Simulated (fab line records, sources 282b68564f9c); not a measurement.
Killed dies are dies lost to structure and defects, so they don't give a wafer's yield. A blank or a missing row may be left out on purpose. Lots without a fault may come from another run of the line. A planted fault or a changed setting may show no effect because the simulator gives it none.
A struck lot beside a sound one | flow rit_cmos | 44 steps out of a route of 202
Sound: wafers L738.1, L738.4, L738.5. Struck: wafers L747.1, L747.2, L747.5. The cause comes at the end.
At each step with rows: each side's tool, then ch and its chambers, then its first start. Under that, the readings that differ: sound wafers | struck wafers | difference of the means | sigmas: that difference in standard deviations of wafers without a fault.
alike: readings whose means differ by less than 2 such deviations, and words and numbers that are the same on both sides. not compared: withheld readings, readings that some wafer has no value for, bounds like >300 that may hide the same value, and numbers for which the record gives no deviation and whose values overlap.
The two part at a step that has a row with sigmas, a row that says differs or no value, or rows on one side only. Numbers that don't overlap but have no deviation are shown without sigmas and don't part them. A reading that every wafer of one side lacks parts them only if that side has two wafers or more.

first, 1 step without rows for these wafers: RIT_PRETRO_IMPLANT_08.
RIT_PRETRO_STRIP_09: strips in O2, time 180 s.
  sound on plasma_asher-01 ch 0,1, day 3 14:46; struck on plasma_asher-01 ch 0,1, day 5 10:10
  alike: drypump_motor_current_A
  not compared: rf_hours_counter_h
RIT_PRETRO_TW_MEAS_10:
  sound on film_metro-01, day 3 14:56; struck on film_metro-04, day 5 10:20
  alike: PRETRO_TW
then, 5 steps without rows for these wafers: RIT_GATE_WET_ETCH_00 (etches SiO2 in BOE, target depth 56 nm, time 60 s); RIT_GATE_CLEAN_01 (cleans in SC1, time 600 s); RIT_GATE_CLEAN_02 (cleans in dHF, time 30 s); RIT_GATE_CLEAN_03 (cleans in SC2, time 600 s); RIT_GATE_CLEAN_04 (cleans in dHF, time 60 s).
RIT_FOX2_THK_MEAS_91:
  sound on film_metro-03, day 3 15:25; struck on film_metro-01, day 5 10:49
  alike: FIELD_OXIDE_LEFT_2_THK
then, 2 steps without rows for these wafers: RIT_GATE_OXIDATION_05 (target thk 3 nm, ox time 270 s); RIT_GATE_ANNEAL_06 (time 600 s).
RIT_GATE_THK_MEAS_07:
  sound on film_metro-03, day 3 16:47; struck on film_metro-03, day 5 12:13
  alike: GATE_OXIDE_THK
RIT_GATE_CVD_08: deposits poly-Si from SiH4, target thk 250 nm, time 2220 s.
  sound on lpcvd-01 ch 1, day 3 16:51; struck on lpcvd-01 ch 0, day 5 12:16
  reading                                  | sound           | struck            | difference | sigmas
  model.poly-Si_of_GATE_CVD_08.thk_nm (nm) | 247 245.3 246.4 | 259.9 259.8 259.2 | +13.4      |
  alike: spike_tc_centre_C
RIT_GATE_THK_MEAS_09:
  sound on film_metro-01, day 3 18:28; struck on film_metro-01, day 5 13:53
  reading            | sound             | struck            | difference | sigmas
  GATE_POLY_THK (nm) | 247.1 245.5 246.4 | 260.0 259.8 259.1 | +13.3      | +6
then, 6 steps without rows for these wafers: RIT_GATE_HMDS_10 (prime time 60 s); RIT_GATE_COAT_11 (resist thk 850 nm); RIT_GATE_SOFTBAKE_12 (time 60 s); RIT_GATE_EXPOSE_13 (exposes mask M6, target cd 150 nm); RIT_GATE_PEB_14; RIT_GATE_DEVELOP_15 (develop time 50 s).
RIT_GATE_CD_MEAS_16: target cd 150 nm.
  sound on cd_sem-01, day 3 19:23; struck on cd_sem-01, day 5 14:55
  alike: cd_nm
RIT_GATE_OVL_MEAS_17:
  sound on overlay-01, day 3 19:30; struck on overlay-02, day 5 15:02
  alike: GATE_OVL
then, 1 step without rows for these wafers: RIT_GATE_HARDBAKE_18 (time 60 s).
RIT_GATE_ETCH_19: etches poly-Si in SF6/CHF3/O2, stops on SiO2, time 165 s, target depth 312.5 nm.
  sound on rie_si-02 ch 0,1, day 3 19:41; struck on rie_si-01 ch 0,2,3, day 5 15:13
  reading                          | sound             | struck            | difference | sigmas
  oes_product_au (a.u.)            | 0.836 0.816 0.836 | 0.838 0.877 0.887 | +0.038     | +3
  model.etch.depth_nm (nm)         | 247 245.3 246.4   | 259.9 259.8 259.2 | +13.4      |
  model.GATE.feature_depth_nm (nm) | 247 245.3 246.4   | 259.9 259.8 259.2 | +13.4      |
  alike: drypump_motor_current_A, throttle_valve_pct
  not compared: rf_hours_counter_h
RIT_GATE_STRIP_20: strips in O2, time 180 s.
  sound on plasma_asher-01 ch 0,1, day 3 19:48; struck on plasma_asher-02 ch 0,1, day 5 15:20
  alike: drypump_motor_current_A
  not compared: rf_hours_counter_h
RIT_GATE_CD_MEAS_90: target cd 150 nm.
  sound on cd_sem-01, day 3 20:04; struck on cd_sem-01, day 5 15:31
  alike: cd_nm
then, 4 steps without rows for these wafers: RIT_REOX_CLEAN_00 (cleans in SC1, time 600 s); RIT_REOX_CLEAN_01 (cleans in dHF, time 30 s); RIT_REOX_CLEAN_02 (cleans in SC2, time 600 s); RIT_REOX_OXIDATION_03 (target thk 25.2 nm, ox time 5580 s).
RIT_REOX_THK_MEAS_04:
  sound on film_metro-04, day 3 23:26; struck on film_metro-04, day 5 18:36
  alike: REOX_OXIDE_THK
then, 6 steps without rows for these wafers: RIT_NLDD_HMDS_00 (prime time 60 s); RIT_NLDD_COAT_01 (resist thk 1000 nm); RIT_NLDD_SOFTBAKE_02 (time 60 s); RIT_NLDD_EXPOSE_03 (exposes mask M7, target cd 40700 nm); RIT_NLDD_PEB_04; RIT_NLDD_DEVELOP_05 (develop time 50 s).
RIT_NLDD_OVL_MEAS_06:
  sound on overlay-01, day 4 00:20; struck on overlay-02, day 5 19:38
  alike: NLDD_OVL
then, 2 steps without rows for these wafers: RIT_NLDD_HARDBAKE_07 (time 60 s); RIT_NLDD_IMPLANT_08.
RIT_NLDD_STRIP_09: strips in O2, time 180 s.
  sound on plasma_asher-02 ch 0, day 4 00:40; struck on plasma_asher-04 ch 0,1, day 5 19:58
  alike: drypump_motor_current_A
  not compared: rf_hours_counter_h
RIT_NLDD_TW_MEAS_10:
  sound on film_metro-04, day 4 00:51; struck on film_metro-02, day 5 20:09
  alike: NLDD_TW
RIT_SDANNEAL_CLEAN_02: cleans in SC2, time 600 s.
  sound on wet_bench-04 ch 0, day 4 08:08; struck on wet_bench-01 ch 0, day 6 03:25
  reading                                  | sound             | struck          | difference | sigmas
  model.poly-Si_of_GATE_CVD_08.thk_nm (nm) | 159.2 158.6 159.1 | 172 170.9 170.8 | +12        |
RIT_M1_PROBE_99:
  sound on prober-01, day 4 17:00; struck on prober-02, day 6 11:21
  reading                                          | sound                | struck               | difference | sigmas
  model.etest.poly_comb_over_steps.leak_log10_a_um | -12.81 -12.85 -12.79 | -12.49 -11.79 -12.36 | +0.60      |
  alike: killed_at_contacts, killed_at_front_end, killed_dies, killed_open, killed_short

WHERE THEY PART
First at RIT_GATE_THK_MEAS_09; last, within this record, at RIT_GATE_ETCH_19. Later steps at which nothing parts them and some readings are alike: RIT_GATE_STRIP_20, RIT_GATE_CD_MEAS_90, RIT_REOX_THK_MEAS_04, RIT_NLDD_OVL_MEAS_06, RIT_NLDD_STRIP_09, RIT_NLDD_TW_MEAS_10, RIT_M1_PROBE_99.

WHY: what the simulator had put in
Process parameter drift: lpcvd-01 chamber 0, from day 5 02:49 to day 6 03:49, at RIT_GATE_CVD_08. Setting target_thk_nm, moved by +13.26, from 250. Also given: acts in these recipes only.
